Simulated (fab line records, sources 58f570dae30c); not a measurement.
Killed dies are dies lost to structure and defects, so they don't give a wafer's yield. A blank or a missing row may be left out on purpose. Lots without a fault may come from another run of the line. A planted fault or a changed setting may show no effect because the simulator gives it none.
One fault seen from 2 desks | flow berkeley_cmos170 | each desk has only its own numbers; what lay behind them comes last

THE METROLOGY DESK
What the gauges read, lot by lot, whatever tool the lot ran on: means of the sampled wafers that have a number. A lot is out of limits, marked OUT, if its mean lies more than 4 standard deviations from the usual mean; the brackets give that distance.
Columns: A = PSD_RS at UCB170_SDANNEAL_RS_MEAS_02, usual 75.52 ohm/sq; B = NSD_RS at UCB170_SDANNEAL_RS_MEAS_03, usual 37.27 ohm/sq; C = PLDD_RS at UCB170_SDANNEAL_RS_MEAS_04, usual 1031.8 ohm/sq; D = NLDD_RS at UCB170_SDANNEAL_RS_MEAS_05, usual 617.0 ohm/sq; E = SILICIDE_TI_RS at UCB170_SILICIDE_RS_MEAS_02, usual 26.2 ohm/sq
lot  | first seen here | A     | B     | C      | D     | E
L430 | day 9 07:29     | 75.47 | 37.28 | 1033.7 | 618.4 | 27.2
L432 | day 9 22:02     | 75.37 | 37.09 | 1027.7 | 615.4 | 26.8
L440 | day 11 04:00    | 75.14 | 37.30 | 1033.6 | 614.6 | 25.9
L438 | day 11 04:01    | 75.27 | 37.39 | 1030.3 | 617.7 | 25.7
L441 | day 11 19:45    | 75.37 | 37.28 | 1028.0 | 616.8 | 26.2
L447 | day 13 05:15    | 75.37 | 37.31 | 1034.4 | 616.9 | 26.2
This desk's finding: nothing out of limits on any of the 6 lots.

THE TOOL OWNER'S DESK: pvd_sputter-01
The tool's own readings at UCB170_SILICIDE_SPUTTER_01 (material Ti, target thk 30 nm, time 25 s): means of the sampled wafers that have a number, for each lot that ran on this tool. A lot is out of limits, marked OUT, if its mean lies more than 4 standard deviations from the usual mean; the brackets give that distance.
Columns: A = chamber_pressure_pa at UCB170_SILICIDE_SPUTTER_01, usual 0.5000 Pa; B = throttle_valve_pct at UCB170_SILICIDE_SPUTTER_01, usual 29.3 %
lot  | first seen here | A                | B
L430 | day 9 08:02     | 0.5482 (+54) OUT | 26.4
L432 | day 9 22:35     | 0.5486 (+54) OUT | 26.8
L447 | day 13 05:47    | 0.5003           | 28.6
This desk's finding: out of limits on L430, L432; first on L430, day 9 08:02 (chamber_pressure_pa at UCB170_SILICIDE_SPUTTER_01). In limits: L447.

PUT TOGETHER
The tool owner's desk could have raised an alarm at day 9 08:02, on L430, L432.
The metrology desk saw nothing out of limits.
The metrology desk has L430, L432 on record, within its limits.
Of the lots named, all ran UCB170_SILICIDE_SPUTTER_01 on pvd_sputter-01.

WHAT THE SIMULATOR HAD PUT IN
Process parameter drift: pvd_sputter-01, from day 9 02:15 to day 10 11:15, at UCB170_SILICIDE_SPUTTER_01. Setting chamber_pressure_pa, moved by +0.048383, from 0.5. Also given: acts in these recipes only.
Lots struck among those shown: L430, L432.
Hours from the fault's start to each desk's first reading out of limits: the tool owner's desk, 6.
